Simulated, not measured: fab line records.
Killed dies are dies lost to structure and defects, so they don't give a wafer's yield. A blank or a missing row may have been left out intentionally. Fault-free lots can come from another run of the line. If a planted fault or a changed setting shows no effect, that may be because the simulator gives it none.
Code-filled problem report in 8D (eight disciplines) form :: flow rit_cmos :: the parts of the form that need people (team, actions taken, sign-off) are left out

== 1. PROBLEM STATEMENT ==
NWELL_OVL at RIT_NWELL_OVL_MEAS_06 reads a mean of -300.2 nm on 6 wafers of 2 lots; wafers without a fault read -0.1 nm with a standard deviation of 1.4. That is -99 or more standard deviations from the usual mean.
First seen on wafer L480.3, day 4 12:51, on overlay-02. The record has a number at this step for 33 wafers belonging to 11 lots. Rule for "out" (also "out of limits"): further than 4 standard deviations from the usual mean. Any other wafer with a number is counted as sound.

== 2. WHAT THIS IS AND IS NOT ==
question: which readings at this step
is: NWELL_OVL
is not: -

question: which lots
is: L480, L481
is not: L468, L469, L470, L471, L472, L483, L484, L485, L489

question: which wafers of those lots
is: all that have a number
is not: -

question: read on which gauges
is: overlay-02
is not: overlay-01

question: when
is: from day 4 12:51
is not: up to then (15 sound wafers); but 12 sound wafers of L483, L484, L485, L489 came after

== 3. WHAT RULES OUT EACH SUSPECT ==
Counting: a tool at a process step up to the reading stays a suspect if it ran every lot that is out and no sound lot after the first of them.
- the gauge at RIT_NWELL_OVL_MEAS_06: kept. All the wafers that are out were read on overlay-02, and no step on other tools shows them out.
- iline_stepper-01 at RIT_NWELL_EXPOSE_03 (exposes mask M2, target cd 43900 nm): kept. All lots that are out passed through it, beginning with L480 at day 4 12:27, and no sound lot followed; its final sound lot before that point was L472 at day 2 16:25.
The count leaves overlay-02 at RIT_NWELL_OVL_MEAS_06 and iline_stepper-01 at RIT_NWELL_EXPOSE_03.

== 4. THE CAUSE (what the simulator had put in) ==
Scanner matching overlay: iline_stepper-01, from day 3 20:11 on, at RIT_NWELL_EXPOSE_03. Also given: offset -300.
Counting leaves 2 suspects; this tool is one of them.

== 5. THE CHAIN OF EFFECTS, in route order ==
Rows list readings where the struck wafers' mean (over those with a number) sits beyond 3 standard deviations from the usual. Only readings whose record carries a usual standard deviation are examined. hours: median over the lots of the time between each lot's start at the first step of this table that gives one and its start at this step. sigmas: the change, counted in usual standard deviations.
hours: 0
step: RIT_NWELL_OVL_MEAS_06
reading: NWELL_OVL
usual: -0.1 nm
on struck wafers: -300.2
change: -300.1
sigmas: -99 or more

== 6. WHAT WOULD HAVE CAUGHT IT SOONER ==
The first out-of-limits reading at a measuring or inspecting step in this record came at day 4 12:51, 17 hours after the fault's start at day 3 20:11.
Among the 2 lots that are out, L481 began RIT_NWELL_EXPOSE_03 on iline_stepper-01 after day 4 12:51. Had the tool been put on hold then, it would have been spared.
